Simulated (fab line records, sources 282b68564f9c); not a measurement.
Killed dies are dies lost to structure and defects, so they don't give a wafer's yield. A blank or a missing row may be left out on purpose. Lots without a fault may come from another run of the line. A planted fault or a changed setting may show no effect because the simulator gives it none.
fab line records | flow rit_cmos
record lots=5 wafers=15 last_day=7
route steps=202 shown ACTIVE@1 M1@202
lots that met no fault: from a run of the same line without faults
start_h: hours from the record's first day to the start of the lot's first wafer shown | wait_h: hours since the lot's step before | " the same as in the row above | L1.1+2: a row that stands for several wafers | - no value, or no start given | * or withheld: withheld | < > ~ a bound
route shown NAME@n: a module of which the file shows steps, and the number in the route of the first | usual: mean/standard deviation of fault-free wafers | same: alike in all rows | chamber/n: place in a boat | sites: the reading at each site | _std_site: their standard deviation | _edge_site: outer sites' mean less inner sites' | radius_mm: how far each site lies from the wafer's centre | mask NAME#n: copy n | behind: the tool/chamber that last shaped the wafer | hold: why the lot was held/for how many hours/how that ended | device: the transistor (n, p or np) that didn't switch | end of line: the same wafers' tests at the end of the route | a step without rows: its recipe alone | killed: dies lost to structure and defects at the first sort, not the wafer's yield | map: a wafer's dies, x killed, . not, _ none there
set.NAME: the setting as run; set.NAME@STEP: as run at that earlier step | model.NAME: the simulator's own value behind a step, which no gauge read
lots at some steps of the route; a table a step, a row a wafer
services: from which hour (start_h, from the record's first day; less than 0 if before it) a tool's chamber was out of use, for how many hours, and why
## steps
# step RIT_ACTIVE_BOW_MEAS_00
# recipe mode=bow
# usual INCOMING_BOW=0/6.3
# columns lot.wafer tool chamber start_h wait_h INCOMING_BOW[um]
L965.3 film_metro-02 - 20.04 - -2
L965.4 " - " " 5
L965.6 " - " " 7
L974.2 film_metro-04 - 65.02 - -3
L974.3 " - " " 9
L974.5 " - " " 12
L976.3 film_metro-04 - 75.04 - -7
L976.5 " - " " 3
L976.6 " - " " -3
L979.3 film_metro-02 - 90.04 - 8
L979.4 " - " " 2
L979.6 " - " " 0
L983.4 film_metro-02 - 110.06 - -6
L983.5 " - " " -3
L983.6 " - " " -3
# step RIT_ACTIVE_OXIDATION_01
# recipe temp_c=1010 ambient=O2 target_thk_a=468 ox_time_s=3360
# step RIT_ACTIVE_THK_MEAS_02
# recipe reads=SiO2_of_ACTIVE_OXIDATION_01
# usual ACTIVE_OXIDE_THK=52.2/0.93
# columns lot.wafer tool chamber start_h wait_h ACTIVE_OXIDE_THK[nm]
L965.3 film_metro-03 - 22.77 0.0 53.2
L965.4 " - " " 52.2
L965.6 " - " " 53.4
L974.2 film_metro-03 - 67.06 0.0 52.8
L974.3 " - " " 52.6
L974.5 " - " " 52.2
L976.3 film_metro-04 - 78.98 0.0 52.1
L976.5 " - " " 51.7
L976.6 " - " " 51.3
L979.3 film_metro-04 - 92.07 0.0 50.9
L979.4 " - " " 52.5
L979.6 " - " " 51.7
L983.4 film_metro-02 - 112.94 0.0 53.5
L983.5 " - " " 54.1
L983.6 " - " " 53.6
# step RIT_ACTIVE_CVD_03
# recipe material=Si3N4 target_thk_nm=150 temp_c=810 precursor=SiH2Cl2/NH3 time_s=1500 pressure_mtorr=300 sih2cl2_flow_sccm=60 nh3_flow_sccm=150
# usual spike_tc_centre_C=811.8/1.8 spike_tc_load_C=832.2/1.6 spike_tc_source_C=832.6/2.2 susceptor_temp_C=810.0/0.39 zone_power_source_pct=21.2/1.6
# columns lot.wafer tool chamber start_h wait_h spike_tc_centre_C spike_tc_load_C spike_tc_source_C susceptor_temp_C zone_power_source_pct model.Si3N4_of_ACTIVE_CVD_03.thk_nm
L965.3 lpcvd-01 0 22.81 0.0 809.0 831.2 832.4 810.8 20.0 149.4
L965.4 " 0 " " 811.4 833.0 834.8 810.1 20.1 150.8
L965.6 " 0 " " 811.0 832.9 833.8 809.8 19.9 149.7
L974.2 lpcvd-02 0 67.11 0.0 812.5 832.8 829.1 810.5 25.2 150.2
L974.3 " 0 " " 813.0 830.8 827.4 809.9 25.0 148.5
L974.5 " 0 " " 812.2 832.0 828.2 809.4 25.0 149.9
L976.3 lpcvd-01 0 79.02 0.0 895.9 920.2 919.5 894.9 25.2 252.1
L976.5 " 0 " " 895.1 918.5 921.0 894.6 25.2 251.9
L976.6 " 0 " " 894.1 918.3 920.4 895.2 25.1 249.9
L979.3 lpcvd-02 1 92.11 0.0 815.1 830.0 831.8 809.9 21.3 148.9
L979.4 " 1 " " 812.2 829.5 831.4 809.3 21.1 147.9
L979.6 " 1 " " 812.3 832.2 829.6 809.8 21.2 147.8
L983.4 lpcvd-02 1 112.97 0.0 813.7 829.6 831.0 809.5 21.1 149.5
L983.5 " 1 " " 813.8 827.4 830.7 810.6 20.9 149.7
L983.6 " 1 " " 813.0 828.9 832.7 809.8 21.2 148.6
# step RIT_ACTIVE_THK_MEAS_04
# recipe reads=Si3N4_of_ACTIVE_CVD_03
# usual ACTIVE_NITRIDE_THK=149.7/1.3
# columns lot.wafer tool chamber start_h wait_h ACTIVE_NITRIDE_THK[nm]
L965.3 film_metro-04 - 24.24 0.0 149.5
L965.4 " - " " 150.8
L965.6 " - " " 149.6
L974.2 film_metro-02 - 68.54 0.0 150.1
L974.3 " - " " 148.7
L974.5 " - " " 150.0
L976.3 film_metro-02 - 80.46 0.0 252.3
L976.5 " - " " 252.0
L976.6 " - " " 250.0
L979.3 film_metro-03 - 93.55 0.0 149.0
L979.4 " - " " 147.9
L979.6 " - " " 147.8
L983.4 film_metro-02 - 114.42 0.0 149.4
L983.5 " - " " 149.7
L983.6 " - " " 148.6
# step RIT_ACTIVE_HMDS_05
# recipe prime_time_s=60 prime_temp_c=140
# step RIT_ACTIVE_COAT_06
# recipe resist=NOVOLAK spin_rpm=3282 resist_thk_nm=1000
# step RIT_ACTIVE_SOFTBAKE_07
# recipe resist=NOVOLAK temp_c=90 time_s=60
# step RIT_ACTIVE_EXPOSE_08
# recipe mask_id=M1 na=0.6 source_shape=conventional sigma_outer=0.6 target_cd_nm=1400 dose_mj=225
# step RIT_ACTIVE_PEB_09
# recipe resist=NOVOLAK temp_c=withheld time_s=withheld
# step RIT_ACTIVE_DEVELOP_10
# recipe resist=NOVOLAK develop_time_s=50 dev_temp_c=23
# step RIT_ACTIVE_CD_MEAS_11
# recipe target_cd_nm=1400
# usual cd_nm=1400.2/2.6
# columns lot.wafer tool chamber start_h wait_h cd_nm
L965.3 cd_sem-01 - 25.30 - 1404.0
L965.4 " - " " 1402.9
L965.6 " - " " 1404.5
L974.2 cd_sem-01 - 69.46 - 1399.0
L974.3 " - " " 1400.2
L974.5 " - " " 1401.8
L976.3 cd_sem-01 - 81.39 - 1399.1
L976.5 " - " " 1397.6
L976.6 " - " " 1398.8
L979.3 cd_sem-02 - 94.48 - 1396.2
L979.4 " - " " 1397.7
L979.6 " - " " 1395.6
L983.4 cd_sem-01 - 115.58 - 1403.3
L983.5 " - " " 1403.6
L983.6 " - " " 1403.1
# step RIT_ACTIVE_HARDBAKE_12
# recipe resist=NOVOLAK temp_c=140 time_s=60
# step RIT_ACTIVE_ETCH_13
# recipe stop_on=SiO2 chemistry=SF6 target=Si3N4 time_s=210 over_etch_frac=0.4 SF6_flow_sccm=200 pressure_mtorr=260 rf_w=125 target_depth_a=2100
# usual drypump_motor_current_A=5.7/0.34 oes_product_au=0.819/0.013 throttle_valve_pct=7.45/0.12
# columns lot.wafer tool chamber start_h wait_h drypump_motor_current_A oes_product_au rf_hours_counter_h throttle_valve_pct model.etch.depth_nm model.ACTIVE.feature_depth_nm
L965.3 rie_diel-03 0 25.53 0.1 6.1 0.821 95 7.45 149.4 149.4
L965.4 " 1 " " 5.8 0.821 40 7.53 150.8 150.8
L965.6 " 1 " " 5.8 0.816 - 7.54 149.7 149.7
L974.2 rie_diel-03 1 69.71 0.1 5.8 0.814 41 7.54 150.2 150.2
L974.3 " 0 " " 6.1 0.819 96 7.44 148.5 148.5
L974.5 " 0 " " 6.1 0.821 - 7.44 149.9 149.9
L976.3 rie_diel-01 0 81.62 0.1 5.1 1.019 152 7.46 218 218
L976.5 " 0 " " 5.1 1.035 - 7.45 219.2 219.2
L976.6 " 1 " " 6.1 1.014 - 7.64 213.2 213.2
L979.3 rie_diel-01 0 94.71 0.1 5.1 0.819 153 7.45 148.9 149.9
L979.4 " 0 " " 5.1 0.821 - 7.47 147.9 148.9
L979.6 " 3 " " 5.8 0.793 - 7.42 147.8 147.9
L983.4 rie_diel-01 0 115.86 0.1 5.1 0.826 - 7.43 149.5 150.5
L983.5 " 3 " " 5.8 0.799 - 7.40 149.7 149.9
L983.6 " 2 " " 5.5 0.823 - 7.38 148.6 148.6
# step RIT_ACTIVE_STRIP_14
# recipe chemistry=O2 time_s=180 resist=NOVOLAK platen_temp_c=withheld power_w=500 pressure_mtorr=4000 o2_flow_sccm=4000
# usual drypump_motor_current_A=5.8/0.41
# columns lot.wafer tool chamber start_h wait_h drypump_motor_current_A rf_hours_counter_h
L965.3 plasma_asher-01 1 25.72 0.1 5.1 -
L965.4 " 0 " " 5.7 -
L965.6 " 1 " " 5.1 -
L974.2 plasma_asher-01 0 69.84 0.1 5.7 42
L974.3 " 0 " " 5.7 -
L974.5 " 0 " " 5.7 -
L976.3 plasma_asher-03 0 81.81 0.1 5.9 -
L976.5 " 0 " " 5.9 -
L976.6 " 1 " " 6.3 -
L979.3 plasma_asher-01 1 94.90 0.1 5.1 -
L979.4 " 0 " " 5.7 -
L979.6 " 0 " " 5.7 -
L983.4 plasma_asher-01 1 115.98 0.1 5.1 -
L983.5 " 0 " " 5.7 -
L983.6 " 1 " " 5.1 -
# step RIT_ACTIVE_CD_MEAS_90
# recipe target_cd_nm=1400
# usual cd_nm=1400.2/2.6
# columns lot.wafer tool chamber start_h wait_h cd_nm
L965.3 cd_sem-01 - 25.88 0.1 1404.5
L965.4 " - " " 1403.4
L965.6 " - " " 1404.4
L974.2 cd_sem-01 - 70.04 0.1 1398.9
L974.3 " - " " 1400.2
L974.5 " - " " 1401.8
L976.3 cd_sem-01 - 81.97 0.1 1399.1
L976.5 " - " " 1397.6
L976.6 " - " " 1398.8
L979.3 cd_sem-01 - 95.06 0.1 1395.8
L979.4 " - " " 1397.7
L979.6 " - " " 1395.6
L983.4 cd_sem-01 - 116.16 0.1 1403.2
L983.5 " - " " 1403.7
L983.6 " - " " 1403.3
# step RIT_ACTIVE_CLEAN_15
# recipe chemistry=SC1 mix=3:3:50 time_s=600 temp_c=75
# step RIT_ACTIVE_CLEAN_16
# recipe chemistry=dHF dilution=50:1 time_s=30
# columns lot.wafer tool chamber start_h wait_h model.Si3N4_of_ACTIVE_CVD_03.thk_nm
L965.3 wet_bench-02 3 26.13 0.0 148.6
L965.4 " 3 " " 150
L965.6 " 3 " " 148.8
L974.2 wet_bench-04 0 70.33 0.0 149.4
L974.3 " 0 " " 147.7
L974.5 " 0 " " 149.1
L976.3 wet_bench-04 2 82.22 0.0 251.2
L976.5 " 2 " " 251
L976.6 " 2 " " 249.1
L979.3 wet_bench-03 2 95.31 0.0 148.1
L979.4 " 2 " " 147.1
L979.6 " 2 " " 146.9
L983.4 wet_bench-04 1 116.57 0.0 148.7
L983.5 " 1 " " 148.9
L983.6 " 1 " " 147.7
# step RIT_ACTIVE_CLEAN_17
# recipe chemistry=SC2 mix=3:3:50 time_s=600 temp_c=75 dry=n2_spin
# step RIT_M1_PROBE_99
# usual killed_at_front_end=6.7/2.9 killed_dies=6.7/2.9 killed_on_rim=1.8/1.4 killed_open=3.4/1.8 killed_short=3.3/2.2
# same gross_dies=264 killed_at_M0_to_M3=0 killed_at_M4_up=0 killed_at_back_side=0 killed_at_contacts=0 killed_at_other=0
# columns lot.wafer tool chamber start_h wait_h killed_at_front_end killed_dies killed_on_rim killed_open killed_short
L974.2 prober-02 - 115.57 0.1 5 5 5 4 1
L974.3 prober-02 - 115.62 0.2 7 7 5 4 3
L974.5 prober-02 - 115.72 0.2 8 8 3 3 5
L976.3 prober-02 - 125.15 0.2 264 264 70 1 3
L976.5 prober-02 - 125.25 0.2 264 264 70 4 4
L976.6 prober-02 - 125.30 0.2 264 264 70 8 5
L979.3 prober-01 - 139.36 0.2 6 6 1 4 2
L979.4 prober-01 - 139.41 0.2 5 5 0 3 2
L979.6 prober-01 - 139.51 0.2 5 5 1 2 3
# killed by level:class
L974.2 GATE:geometric_particle:open=3 GATE:geometric_particle:short=1 SILICIDE:geometric_particle:open=1
L974.3 GATE:geometric_particle:short=2 FOX1:geometric_particle:open=1 GATE:geometric_particle:open=1 REOX:geometric_particle:open=1 REOX:geometric_particle:short=1 SILICIDE:geometric_particle:open=1
L974.5 GATE:geometric_particle:short=2 REOX:geometric_particle:short=2 FOX1:geometric_particle:open=1 FOX1:geometric_particle:short=1 GATE:geometric_particle:open=1 STARTING-WAFER:geometric_particle:open=1
L976.3 ACTIVE:area_etch=260 SPACER:geometric_particle:short=3 REOX:geometric_particle:open=1
L976.5 ACTIVE:area_etch=256 FOX2:geometric_particle:short=3 FOX1:geometric_particle:open=2 FOX1:geometric_particle:short=1 GATE:geometric_particle:open=1 SPACER:geometric_particle:open=1
L976.6 ACTIVE:area_etch=251 FOX1:geometric_particle:open=5 REOX:geometric_particle:short=2 SPACER:geometric_particle:short=2 SPACER:geometric_particle:open=2 FOX2:geometric_particle:short=1 GATE:geometric_particle:open=1
L979.3 SPACER:geometric_particle:open=3 FOX1:geometric_particle:open=1 FOX1:geometric_particle:short=1 SILICIDE:geometric_particle:short=1
L979.4 GATE:geometric_particle:open=3 GATE:geometric_particle:short=1 SPACER:geometric_particle:short=1
L979.6 GATE:geometric_particle:short=2 FOX1:geometric_particle:short=1 FOX1:geometric_particle:open=1 GATE:geometric_particle:open=1
# map L976.3 (x killed, . not)
________xxxxxxx_______
_____xxxxxxxxxxxxx____
____xxxxxxxxxxxxxxx___
___xxxxxxxxxxxxxxxxx__
__xxxxxxxxxxxxxxxxxxx_
__xxxxxxxxxxxxxxxxxxx_
_xxxxxxxxxxxxxxxxxxxxx
_xxxxxxxxxxxxxxxxxxxxx
_xxxxxxxxxxxxxxxxxxxxx
_xxxxxxxxxxxxxxxxxxxxx
__xxxxxxxxxxxxxxxxxxx_
__xxxxxxxxxxxxxxxxxxx_
___xxxxxxxxxxxxxxxxx__
____xxxxxxxxxxxxxxx___
_____xxxxxxxxxxxxx____
________xxxxxxx_______
# map L965.6 (x killed, . not)
________......._______
_____.............____
____...............___
___.................__
__.....x............._
__..................._
_.....................
_.....................
_.....................
_.......x.............
__...........x......._
__...x........x......_
___.................__
____........x.x....___
_____.............____
________......._______
## services
# columns tool chamber start_h hours kind
rie_diel-01 1 5.57 4.3 repair
lpcvd-02 - 12.40 7.8 repair
plasma_asher-03 - 31.99 31.5 repair
rie_diel-03 0 54.50 1.9 repair
plasma_asher-03 - 63.47 2.8 pm
rie_diel-01 - 63.98 0.3 repair
rie_diel-03 - 68.33 1.2 repair
rie_diel-01 3 70.58 8.1 repair
rie_diel-01 1 91.33 - clean
rie_diel-01 1 91.33 33.3 scheduled_down
rie_diel-01 1 91.33 33.3 vent_cycle
rie_diel-03 1 96.18 13.8 repair
## key
first_sign step=RIT_ACTIVE_CVD_03 reading=susceptor_temp_C direction=up sigmas=99+ usual=* struck=*
effect step=RIT_ACTIVE_CVD_03 reading=spike_tc_load_C direction=up sigmas=55 usual=832.2 struck=919.0
effect step=RIT_ACTIVE_THK_MEAS_04 reading=ACTIVE_NITRIDE_THK direction=up sigmas=81 usual=149.7 struck=251.5
effect step=RIT_ACTIVE_ETCH_13 reading=oes_product_au direction=up sigmas=16 usual=0.819 struck=1.022
effect step=RIT_M1_PROBE_99 reading=killed_at_front_end direction=up sigmas=90 usual=6.7 struck=264
model_effect step=RIT_ACTIVE_CVD_03 value=Si3N4_of_ACTIVE_CVD_03.thk_nm without=149 struck=251.3
model_effect step=RIT_ACTIVE_ETCH_13 value=etch.depth_nm without=149 struck=216.8
model_effect step=RIT_ACTIVE_CLEAN_16 value=Si3N4_of_ACTIVE_CVD_03.thk_nm without=148.2 struck=250.4
more_kills_born_at RIT_ACTIVE_ETCH_13@rie_diel-01=767
met_at RIT_ACTIVE_CVD_03
struck_wafers L976.3,L976.5,L976.6
later_rows_left_out L976.3,L976.5,L976.6
tester_left_out L976
onset_between 22.81 79.02
fault kind=process_parameter_drift tool=lpcvd-01 chamber=0 onset_h=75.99 steps=RIT_ACTIVE_CVD_03 channel=temp_c offset=* shape=step end_h=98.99 acts_in=* stated=*
# tester_left_out: of these lots the tester's yield and bins aren't shown, on N5 and GAA mostly nor the transistor test; their killed dies are dies lost to structure and defects alone, not to doping, threshold or leakage, so they don't give the yield
# later_rows_left_out: the simulator's readings of these wafers behind a module that went badly wrong aren't trusted and aren't shown, but for the sort
